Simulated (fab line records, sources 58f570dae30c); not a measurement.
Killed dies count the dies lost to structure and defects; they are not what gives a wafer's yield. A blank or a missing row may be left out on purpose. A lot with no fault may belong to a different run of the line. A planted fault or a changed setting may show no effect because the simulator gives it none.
Matching of chambers ; flow berkeley_cmos170 ; UCB170_V1_CMP_02 on cmp-01: 4 sister chambers
The step polishes SiO2. 14 wafers are shown with their chamber, then 7 later ones without.

== EACH WAFER AND ITS CHAMBER ==
wafer;chamber;motor_current_A (A)
L517.4;3;15.3
L517.5;1;18.1
L517.6;2;15.1
L521.3;1;18.6
L521.4;0;13.0
L521.5;2;15.2
L520.2;1;18.8
L520.3;3;14.9
L520.5;0;12.8
L523.4;0;13.3
L523.5;0;12.9
L523.6;1;19.5
L529.2;2;15.5
L529.5;3;14.9

SIGNATURES (averages over the wafers above)
reading;chamber 0;chamber 1;chamber 2;chamber 3;scatter within a chamber
motor_current_A;13.000;18.750;15.267;15.033;0.367
Rule: distance of a wafer from a chamber = root of the sum over the readings of ((wafer's reading minus chamber's mean) / reading's scatter) squared. If the next closest chamber is less than 2 further off than the closest, the wafer can't be placed; otherwise it belongs to the closest. The scatter: take each reading less its chamber's mean, square it, sum over the shown wafers, divide by the number of wafers less the number of chambers, and take the root.

== WAFERS WITH NO CHAMBER GIVEN ==
wafer;motor_current_A (A)
L529.6;13.6
L535.1;20.0
L535.2;15.3
L535.6;14.7
L537.1;13.1
L537.2;16.1
L537.6;19.6

== WHICH CHAMBER EACH WENT THROUGH ==
wafer;from the rows above;in truth
L529.6;0;0
L535.1;1;1
L535.2;can't be placed: 2 or 3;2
L535.6;can't be placed: 3 or 2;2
L537.1;0;0
L537.2;can't be placed: 2 or 3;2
L537.6;1;1
Correct placement for 4 of the 7. Not placeable from these rows: 3 (in 3, the candidates include the true chamber). Number placed wrongly: 0.
